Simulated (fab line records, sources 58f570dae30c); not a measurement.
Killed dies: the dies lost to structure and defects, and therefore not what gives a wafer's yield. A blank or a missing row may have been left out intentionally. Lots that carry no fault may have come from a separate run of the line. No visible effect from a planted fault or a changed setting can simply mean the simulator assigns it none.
fab line records	flow berkeley-cmos170
record lots=13	wafers=39	last-day=12
route steps=331 shown V1@256
lots untouched by any fault: they come from a run of this same line in which no faults occurred
start-h: start of the lot's first displayed wafer, in hours after the record's first day	wait-h: hours elapsed since this lot's preceding step	" the same as in the row above	L1.1+2: one row covering several wafers at once	- either no value or no given start	* or withheld: withheld	< > ~ a bound
route shown NAME@n: a module of which the file shows steps, and the number in the route of the first	usual: average and standard deviation across the fault-free wafers	same: alike in all rows	chamber/n: place in a boat	sites: each site's reading	_std_site: standard deviation of those values	_edge_site: outer sites' mean less inner sites'	radius-mm: for every site, how far away it sits from the centre of the wafer	mask NAME#n: copy n	behind: the last tool/chamber to shape the wafer	hold: the reason the lot was held/the length of the hold in hours/how it ended	device: the transistor (n, p or np) that didn't switch	end of line: the same wafers' tests at the end of the route	a step without rows: its recipe alone	killed: dies lost to structure and defects at the first sort, not the wafer's yield	map: the dies of a wafer, with x for killed, . for not killed, _ for no die there
set.NAME: setting as actually run; set.NAME@STEP: the setting as run at that earlier step	model.NAME: the simulator's own value behind a step, which no gauge read
steps of the route over a sample of lots; a table a step, a row a wafer
services: from which hour (start-h, from the record's first day; less than 0 if before it) a tool's chamber was out of use, for how many hours, and why
## steps
# step UCB170_V1_CMP_02
# recipe material=SiO2	down-force-psi=6	platen-rpm=60	pad-velocity-m-s=0.75398
# usual motor-current-A=16.5/1.8	slurry-filter-dp-kPa=13.51/0.15
lot.wafer	tool	chamber	start-h	wait-h	motor-current-A	slurry-filter-dp-kPa
L113.1	cmp-02	3	147.09	0.1	18.1	13.41
L113.6	"	3	"	"	17.8	13.32
L113.5	"	0	"	"	18.7	13.57
L114.4	cmp-01	1	158.19	0.0	18.5	13.56
L114.2	"	2	"	"	13.2	13.60
L114.1	"	0	"	"	16.1	13.51
L115.4	cmp-02	1	166.91	0.1	14.7	13.69
L115.5	"	0	"	"	18.2	13.37
L115.6	"	1	"	"	14.3	13.41
L117.2	cmp-01	1	181.81	0.0	18.1	13.61
L117.4	"	3	"	"	16.1	13.71
L117.5	"	2	"	"	13.9	13.52
L116.1	cmp-02	1	181.86	0.1	14.7	13.39
L116.3	"	2	"	"	15.3	13.52
L116.4	"	3	"	"	18.2	13.54
L118.4	cmp-02	3	182.11	0.2	18.1	13.59
L118.1	"	1	"	"	14.5	13.51
L118.6	"	3	"	"	17.5	13.35
L123.1	cmp-02	0	199.14	0.1	17.7	13.94
L123.3	"	2	"	"	15.1	13.46
L123.4	"	3	"	"	18.5	13.51
L121.1	cmp-01	0	199.19	0.1	16.5	13.73
L121.6	"	3	"	"	16.2	13.49
L121.5	"	0	"	"	16.7	13.57
L125.1	cmp-02	2	213.05	0.1	14.6	13.51
L125.5	"	0	"	"	18.6	13.51
L125.6	"	1	"	"	14.5	13.51
L128.2	cmp-01	0	229.47	0.0	17.3	13.76
L128.1	"	2	"	"	13.9	13.63
L128.6	"	1	"	"	18.3	13.40
L130.1	cmp-01	3	241.10	0.1	15.8	13.46
L130.3	"	0	"	"	16.7	13.26
L130.5	"	2	"	"	13.5	13.36
L133.3	cmp-01	0	246.75	0.0	16.4	13.61
L133.4	"	2	"	"	13.4	13.57
L133.5	"	1	"	"	18.4	13.62
L134.1	cmp-01	2	266.50	0.1	13.6	13.73
L134.3	"	0	"	"	17.1	13.46
L134.2	"	1	"	"	17.3	13.37
# step UCB170_V1_BOW_MEAS_03
# recipe mode=bow
# usual V1_BOW=17/6.6
lot.wafer	tool	chamber	start-h	wait-h	hold	V1_BOW[um]
L113.1	film-metro-01	-	147.39	0.2	-	25
L113.5	"	-	"	"	-	20
L113.6	"	-	"	"	-	7
L114.1	film-metro-02	-	158.49	0.1	-	7
L114.2	"	-	"	"	-	8
L114.4	"	-	"	"	-	17
L115.4	film-metro-01	-	167.22	0.3	-	15
L115.5	"	-	"	"	-	22
L115.6	"	-	"	"	-	16
L116.1	film-metro-01	-	182.11	0.2	-	14
L116.3	"	-	"	"	-	13
L116.4	"	-	"	"	-	8
L117.2	film-metro-02	-	182.13	0.3	-	24
L117.4	"	-	"	"	-	23
L117.5	"	-	"	"	-	17
L118.1	film-metro-03	-	182.41	0.1	-	12
L118.4	"	-	"	"	-	15
L118.6	"	-	"	"	-	14
L121.1	film-metro-01	-	199.44	0.2	-	19
L121.5	"	-	"	"	-	28
L121.6	"	-	"	"	-	22
L123.1	film-metro-02	-	199.44	0.2	await-dispo/0.2h/release	31
L123.3	"	-	"	"	await-dispo/0.2h/release	12
L123.4	"	-	"	"	await-dispo/0.2h/release	19
L123.1	film-metro-02	-	199.73	0.3	-	-
L123.3	"	-	"	"	-	-
L123.4	"	-	"	"	-	-
L125.1	film-metro-02	-	213.25	0.1	await-dispo/0.2h/release	16
L125.5	"	-	"	"	await-dispo/0.2h/release	26
L125.6	"	-	"	"	await-dispo/0.2h/release	16
L125.1	film-metro-02	-	213.53	0.3	-	-
L125.5	"	-	"	"	-	-
L125.6	"	-	"	"	-	-
L128.1	film-metro-01	-	229.77	0.2	-	16
L128.2	"	-	"	"	-	2
L128.6	"	-	"	"	-	16
L130.1	film-metro-03	-	241.30	0.1	-	12
L130.3	"	-	"	"	-	20
L130.5	"	-	"	"	-	23
L133.3	film-metro-02	-	247.09	0.3	-	21
L133.4	"	-	"	"	-	6
L133.5	"	-	"	"	-	24
L134.1	film-metro-02	-	266.80	0.2	-	25
L134.2	"	-	"	"	-	15
L134.3	"	-	"	"	-	18
# step UCB170_V1_THK_MEAS_04
# recipe reads=SiO2_of_V1_CVD_00
# usual V1_POLISHED_THK=999.4/1.6
lot.wafer	tool	chamber	start-h	wait-h	hold	V1_POLISHED_THK[nm]
L113.1	film-metro-01	-	147.51	0.1	-	1002.2
L113.5	"	-	"	"	-	998.2
L113.6	"	-	"	"	-	1000.0
L114.1	film-metro-02	-	158.61	0.1	-	999.3
L114.2	"	-	"	"	-	999.8
L114.4	"	-	"	"	-	998.8
L115.4	film-metro-01	-	167.31	0.1	-	998.8
L115.5	"	-	"	"	-	998.4
L115.6	"	-	"	"	-	999.5
L116.1	film-metro-01	-	182.23	0.1	-	999.6
L116.3	"	-	"	"	-	998.9
L116.4	"	-	"	"	-	1004.0
L117.2	film-metro-02	-	182.24	0.1	-	998.3
L117.4	"	-	"	"	-	1000.3
L117.5	"	-	"	"	-	998.1
L118.1	film-metro-03	-	182.53	0.1	-	998.6
L118.4	"	-	"	"	-	1001.7
L118.6	"	-	"	"	-	1002.5
L121.1	film-metro-01	-	199.56	0.1	-	999.7
L121.5	"	-	"	"	-	999.0
L121.6	"	-	"	"	-	999.2
L123.1	film-metro-02	-	202.28	2.5	await-dispo/0.2h/release	1331.1
L123.3	"	-	"	"	await-dispo/0.2h/release	999.2
L123.4	"	-	"	"	await-dispo/0.2h/release	999.7
L123.1	film-metro-02	-	202.55	0.3	-	1331.1
L123.3	"	-	"	"	-	999.7
L123.4	"	-	"	"	-	1000.6
L125.1	film-metro-02	-	215.08	1.5	await-dispo/0.2h/release	999.0
L125.5	"	-	"	"	await-dispo/0.2h/release	1355.6
L125.6	"	-	"	"	await-dispo/0.2h/release	999.6
L125.1	film-metro-02	-	215.30	0.2	-	999.2
L125.5	"	-	"	"	-	1356.5
L125.6	"	-	"	"	-	1000.1
L128.1	film-metro-01	-	229.89	0.1	-	1000.2
L128.2	"	-	"	"	-	1002.9
L128.6	"	-	"	"	-	1000.0
L130.1	film-metro-03	-	241.42	0.1	-	999.6
L130.3	"	-	"	"	-	998.8
L130.5	"	-	"	"	-	998.1
L133.3	film-metro-02	-	247.19	0.1	-	998.4
L133.4	"	-	"	"	-	997.3
L133.5	"	-	"	"	-	997.2
L134.1	film-metro-02	-	266.92	0.1	-	999.0
L134.2	"	-	"	"	-	999.0
L134.3	"	-	"	"	-	997.6
# step UCB170_V1_ETCH_14
# recipe chemistry=CHF3/CF4/Ar	target=SiO2	stop-on=Al	CHF3_flow_sccm=45	cf4-flow-sccm=15	Ar_flow_sccm=150	pressure-mtorr=200	rf-w=700	target-depth-a=12500	over-etch-frac=0.25	time-s=291
# usual drypump-motor-current-A=5.7/0.45	mfc-ar-sccm=149.9/0.46	oes-product-au=0.876/0.014	throttle-valve-pct=6.94/0.11
lot.wafer	tool	chamber	start-h	wait-h	drypump-motor-current-A	mfc-ar-sccm	oes-product-au	rf-hours-counter-h	throttle-valve-pct
L113.1	rie-diel-03	3	150.21	0.0	5.3	149.4	0.873	149	6.98
L113.5	"	0	"	"	5.6	149.7	0.866	-	7.17
L113.6	"	3	"	"	5.3	149.4	0.875	-	6.94
L114.1	rie-diel-04	2	160.52	0.0	5.1	149.7	0.892	2	6.95
L114.2	"	1	"	"	5.6	148.7	0.864	119	6.96
L114.4	"	3	"	"	6.0	149.4	0.890	-	6.99
L115.4	rie-diel-03	2	172.68	0.0	5.7	150.2	0.888	61	7.03
L115.5	"	1	"	"	6.3	150.5	0.890	-	6.97
L115.6	"	2	"	"	5.7	149.9	0.893	-	7.02
L116.1	rie-diel-03	0	183.76	0.0	5.6	149.3	0.860	139	7.17
L116.3	"	3	"	"	5.3	149.1	0.868	150	6.95
L116.4	"	2	"	"	5.7	150.0	0.885	61	7.04
L117.2	rie-diel-04	0	183.98	0.0	5.6	150.0	0.874	0	6.85
L117.4	"	1	"	"	5.6	149.8	0.865	120	6.97
L117.5	"	1	"	"	5.6	151.0	0.861	-	6.98
L118.1	rie-diel-01	2	184.71	0.0	5.3	150.0	0.874	135	7.03
L118.4	"	0	"	"	6.6	150.1	0.875	5	6.83
L118.6	"	0	"	"	6.6	149.7	0.871	-	6.82
L121.1	rie-diel-01	1	201.85	0.0	6.6	149.8	0.881	5	6.68
L121.5	"	0	"	"	6.6	149.9	0.868	-	6.84
L121.6	"	1	"	"	6.6	150.2	0.883	-	6.69
L123.1	rie-diel-03	0	206.11	0.0	5.6	149.6	0.999	141	7.19
L123.3	"	2	"	"	5.8	148.6	0.884	62	7.04
L123.4	"	2	"	"	5.7	149.3	0.890	-	7.04
L125.1	rie-diel-01	0	221.79	0.0	6.6	149.6	0.877	7	6.84
L125.5	"	0	"	"	6.5	149.8	1.001	-	6.83
L125.6	"	3	"	"	5.6	149.7	0.848	-	6.77
L128.1	rie-diel-03	1	231.80	0.0	6.4	149.9	0.887	54	6.97
L128.2	"	2	"	"	5.7	149.9	0.890	64	7.03
L128.6	"	2	"	"	5.7	149.0	0.884	-	7.03
L130.1	rie-diel-01	2	242.77	0.0	5.3	150.1	0.883	138	7.02
L130.3	"	1	"	"	6.5	149.8	0.892	7	6.71
L130.5	"	3	"	"	5.6	149.8	0.845	-	6.79
L133.3	rie-diel-01	2	249.65	0.0	5.3	149.6	0.875	138	7.02
L133.4	"	1	"	"	6.5	150.2	0.880	7	6.70
L133.5	"	3	"	"	5.6	149.5	0.844	-	6.79
L134.1	rie-diel-01	0	270.08	0.0	6.6	149.8	0.868	10	6.83
L134.2	"	2	"	"	5.3	150.5	0.871	0	7.04
L134.3	"	3	"	"	5.6	149.7	0.848	109	6.78
## services
tool	chamber	start-h	hours	kind
cmp-01	-	128.10	1.5	repair
cmp-01	-	131.85	4.5	pm
rie-diel-04	3	142.27	6.8	repair
rie-diel-04	0	151.21	7.3	repair
rie-diel-03	3	151.24	7.8	repair
rie-diel-03	0	163.48	1.8	repair
cmp-01	-	182.34	1.3	repair
rie-diel-04	2	186.95	4.3	repair
cmp-02	-	188.39	1.5	repair
rie-diel-03	3	190.55	10.0	repair
rie-diel-03	3	200.58	-	clean
rie-diel-03	3	200.58	23.8	scheduled-down
rie-diel-03	3	200.58	23.8	vent-cycle
rie-diel-04	0	202.69	10.8	repair
rie-diel-01	1	214.85	5.7	repair
rie-diel-04	-	220.34	0.7	repair
rie-diel-03	0	227.21	-	clean
cmp-02	-	232.00	4.0	pm
cmp-02	-	236.00	-	consumable-replace:conditioner
cmp-02	-	236.00	-	consumable-replace:pad
rie-diel-01	2	251.13	-	clean
rie-diel-01	2	251.13	18.2	scheduled-down
rie-diel-01	2	251.13	18.2	vent-cycle
rie-diel-04	-	262.88	2.8	pm
## key
first-sign step=UCB170_V1_BOW_MEAS_03	reading=visit	direction=added
effect step=UCB170_V1_THK_MEAS_04	reading=visit	direction=added
effect step=UCB170_V1_THK_MEAS_04	reading=V1_POLISHED_THK	direction=up	sigmas=99+	usual=999.4	struck=1343.3
effect step=UCB170_V1_ETCH_14	reading=oes-product-au	direction=up	sigmas=8.9	usual=0.876	struck=1.000
met-at UCB170_V1_CMP_02
struck-lots L123,L125
struck-wafers L123.1,L125.5
later-rows-left-out L123.1,L125.5
sort-left-out L123.1,L125.5
onset-between 166.91 199.14
fault kind=process-parameter-drift	tool=cmp-02	chamber=0	onset-h=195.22	steps=UCB170_V1_CMP_02	channel=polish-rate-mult	offset=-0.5	shape=step	end-h=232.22
# sort-left-out: the simulated sort isn't trusted on such a fault, so these wafers' sort isn't shown, and their yield isn't known
# later-rows-left-out: the simulator's readings of these wafers behind a module that went badly wrong aren't trusted and aren't shown, but for the sort
